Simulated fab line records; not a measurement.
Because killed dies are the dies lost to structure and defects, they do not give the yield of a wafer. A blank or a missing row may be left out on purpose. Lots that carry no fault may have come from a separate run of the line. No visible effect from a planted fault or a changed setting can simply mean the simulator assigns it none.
One fault seen from 2 desks -- flow rit-cmos -- each desk holds nothing but its own numbers, with what lay behind them at the end

AT THE TOOL OWNER'S DESK: rtp-anneal-02
The tool's own readings at RIT_SILICIDE_RTA_04 (time 10 s, ramp up 5 s, ramp down 5 s): means of the sampled wafers that have a number, for each lot that ran on this tool. Marked OUT: a lot whose mean sits more than 4 standard deviations from the usual mean, which makes it out of limits; the brackets give that distance.
Columns: A = wafer_temp_C_max at RIT_SILICIDE_RTA_04, usual 652.3
lot,first seen here,A
L550,day 3 11:51,652.1
L558,day 5 06:17,644.8 (-14) OUT
L560,day 5 17:43,645.0 (-13) OUT
This desk's verdict: out of limits on L558, L560, starting with L558 at day 5 06:17 (wafer_temp_C_max at RIT_SILICIDE_RTA_04). L550 stayed within limits.

METROLOGY DESK
Lot by lot, what the gauges showed, no matter which tool ran the lot: averages of those sampled wafers that carry a number. Marked OUT: a lot whose mean sits more than 4 standard deviations from the usual mean, which makes it out of limits; the brackets give that distance.
Columns: A = PSD_RS at RIT_SDANNEAL_RS_MEAS_04, usual 115.9 ohm/sq; B = NSD_RS at RIT_SDANNEAL_RS_MEAS_05, usual 84.58 ohm/sq; C = PLDD_RS at RIT_SDANNEAL_RS_MEAS_06, usual 178.7 ohm/sq; D = NLDD_RS at RIT_SDANNEAL_RS_MEAS_07, usual 151.7 ohm/sq; E = SILICIDE_TI_RS at RIT_SILICIDE_RS_MEAS_02, usual 47.6 ohm/sq; F = SILICIDE_TI_THK at RIT_SILICIDE_THK_MEAS_03, usual 30.6 nm
lot,first seen here,A,B,C,D,E,F
L550,day 3 11:03,115.7,84.27,178.2,151.4,46.9,31.0
L551,day 3 14:10,115.9,84.99,178.4,152.1,49.0,30.1
L558,day 5 05:28,116.3,84.63,178.8,150.7,46.7,31.0
L560,day 5 16:55,116.2,84.55,179.0,152.1,47.8,30.5
L567,day 7 00:52,115.7,84.86,178.1,151.4,48.2,30.2
L569,day 7 12:59,115.9,84.47,178.8,151.7,47.3,30.8
Result from this desk: across the 6 lots, nothing is out of limits.

BROUGHT TOGETHER
The tool owner's desk could have raised an alarm at day 5 06:17, on L558, L560.
Metrology desk: nothing out of limits seen.
The metrology desk holds a record of L558, L560, inside its limits.
The lots listed all ran RIT_SILICIDE_RTA_04 on rtp-anneal-02.

WHAT THE SIMULATOR HAD PUT IN
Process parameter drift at RIT_SILICIDE_RTA_04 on rtp-anneal-02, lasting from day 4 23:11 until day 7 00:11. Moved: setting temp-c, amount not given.
Struck lots among those shown: L558, L560.
Time in hours from fault onset to the first out-of-limits reading at each desk: the tool owner's desk, 7.
